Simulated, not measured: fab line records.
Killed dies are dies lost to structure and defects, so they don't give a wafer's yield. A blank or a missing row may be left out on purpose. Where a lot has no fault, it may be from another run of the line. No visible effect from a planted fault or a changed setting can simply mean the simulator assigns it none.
Code-filled problem report in 8D (eight disciplines) form ; flow berkeley cmos170 ; the parts of the form that need people (team, actions taken, sign-off) are left out

## 1. WHAT WENT WRONG
Across 6 wafers from 2 lots, SPACER_TEOS_THK at UCB170_SPACER_THK_MEAS_01 averages 330 nm, while fault-free wafers read 377 nm with a standard deviation of 4.8. Relative to the usual mean, that is a shift of -9.8 standard deviations.
The first sign was on wafer L172.1 at day 11 01:04, on film metro-01. Wafers with a number at this step in the record: 42, from 14 lots. Rule for "out", or "out of limits": more than 4 standard deviations from the usual mean. All remaining wafers that have a number are taken as sound.

## 2. WHAT IT IS; WHAT IT IS NOT
question;is;is not
which readings at this step;SPACER_TEOS_THK;-
which lots;L172, L175;L157, L159, L160, L161, L163, L164, L166, L167, L169, L176, L177, L179
which wafers of those lots;all that have a number;-
read on which gauges;film metro-01;film metro-02, film metro-04
when;from day 11 01:04;"up to then (27 sound wafers); but 9 sound wafers of L176, L177, L179 came after"

## 3. THE SUSPECTS, EACH WITH WHAT RULES IT OUT
Counting: a tool stays on the suspect list if, at a process step up to the reading, it processed all lots that are out and no sound lot following the first of them.
- the gauge at UCB170_SPACER_THK_MEAS_01 has been ruled out. All the wafers that are out were read on film metro-01, but those of them that UCB170_SPACER_ETCHBACK_03 has rows for are out there too, on other tools.
- pecvd-01 at UCB170_SPACER_CVD_00 (deposits SiO2 from TEOS/O2, target thk 376 nm, time 47 s): kept. All lots that are out passed through it, beginning with L172 at day 11 01:02, and no sound lot followed; its final sound lot before that point was L167 at day 10 04:32.
Remaining after the count: pecvd-01 at UCB170_SPACER_CVD_00.

## 4. THE CAUSE (what the simulator had put in)
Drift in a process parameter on pecvd-01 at UCB170_SPACER_CVD_00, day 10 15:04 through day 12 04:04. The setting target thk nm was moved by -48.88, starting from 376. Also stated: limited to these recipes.
Only this tool survived the counting.

## 5. THE CHAIN OF EFFECTS, in route order
One row per reading whose mean, taken over the struck wafers that have a number, lies over 3 standard deviations from the usual. Only readings whose record carries a usual standard deviation are examined. hours: median over the lots of the time between each lot's start at the first step of this table that gives one and its start at this step. sigmas: the change, counted in usual standard deviations.
hours;step;reading;usual;on struck wafers;change;sigmas
0;UCB170_SPACER_THK_MEAS_01;SPACER_TEOS_THK;377 nm;330;-47;-9.8
6;UCB170_SPACER_ETCHBACK_03;oes product au;0.909 a.u.;0.823;-0.086;-6.1
Its process steps:
- UCB170_SPACER_ETCHBACK_03: etches SiO2 in CHF3/CF4/Ar, stops on Si, target depth 376 nm, time 100 s.

## 6. HOW IT WOULD HAVE BEEN CAUGHT EARLIER
Counted from the fault's start at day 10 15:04, it took 10 hours until the first out-of-limits reading at a measuring or inspecting step in this record, taken at day 11 01:04.
Of the tool readings at UCB170_SPACER_CVD_00 for which the record gives a usual standard deviation, none was out on any struck wafer, so an alarm limit of 4 standard deviations on them would not have fired.
Of the lots that are out (2), L175 began UCB170_SPACER_CVD_00 on pecvd-01 after day 11 01:04. A hold on the tool at that time would have spared it.
